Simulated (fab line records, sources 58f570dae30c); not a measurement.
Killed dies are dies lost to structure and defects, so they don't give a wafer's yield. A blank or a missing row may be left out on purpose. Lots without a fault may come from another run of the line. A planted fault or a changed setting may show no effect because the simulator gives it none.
Problem report in the 8D (eight disciplines) form, filled by code | flow berkeley_cmos170 | the parts of the form that need people (team, actions taken, sign-off) are left out

1. THE PROBLEM
beam_energy_keV at UCB170_NLDD_IMPLANT_08 reads a mean of 29.427 on 6 wafers of 2 lots; wafers without a fault read 30.001 with a standard deviation of 0.0084. That is -68 standard deviations from the usual mean.
First seen on wafer L691.3, day 9 03:34, on implanter-03. The record holds 42 wafers of 14 lots with a number at this step. Rule for "out", or "out of limits": more than 4 standard deviations from the usual mean. The other wafers with a number count as sound.

2. WHAT IT IS AND WHAT IT IS NOT
question                    | is                     | is not
which readings at this step | beam_energy_keV        | -
which lots                  | L691, L695             | L679, L680, L681, L683, L685, L686, L687, L688, L696, L698, L701, L702
which wafers of those lots  | all that have a number | -
read on which tools         | implanter-03           | implanter-02, implanter-04
when                        | from day 9 03:34       | up to then (24 sound wafers); but 12 sound wafers of L696, L698, L701, L702 came after

3. SUSPECTS, AND WHAT RULES EACH OUT
Counting: a tool at a process step up to the reading stays a suspect if it ran every lot that is out and no sound lot after the first of them.
- implanter-03 at UCB170_NLDD_IMPLANT_08: kept. It ran every lot that is out, first L691 (day 9 03:34), and no sound lot after that; its last sound lot up to then is L688 (day 8 12:43). Its own readings are out on those wafers: beam_energy_keV.
Left after counting: implanter-03 at UCB170_NLDD_IMPLANT_08.

4. THE CAUSE (what the simulator had put in)
Process parameter drift: implanter-03, from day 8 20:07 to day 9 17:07, at UCB170_NLDD_IMPLANT_08. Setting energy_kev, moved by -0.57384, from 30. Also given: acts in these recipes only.
Counting left only this tool.

5. THE CHAIN OF EFFECTS, in route order
Each row: a reading whose mean over the struck wafers that have a number lies more than 3 standard deviations from the usual. Only readings for which the record gives a usual standard deviation are gone through. hours: the time from each lot's start at the first step in this table that gives one to its start at this step, as a median over the lots. sigmas: the change in usual standard deviations.
hours | step                   | reading         | usual  | on struck wafers | change | sigmas
0     | UCB170_NLDD_IMPLANT_08 | beam_energy_keV | 30.001 | 29.427           | -0.574 | -68
The process steps in it:
- UCB170_NLDD_IMPLANT_08
Later measuring or inspecting steps at which every struck wafer that the step has a row for has a number for every such reading, and none has moved that far: UCB170_M2_OVL_MEAS_16.

6. WHAT WOULD HAVE CAUGHT IT SOONER
In this record the first reading out of limits was taken at day 9 03:34, 7 hours after the fault began at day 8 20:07.
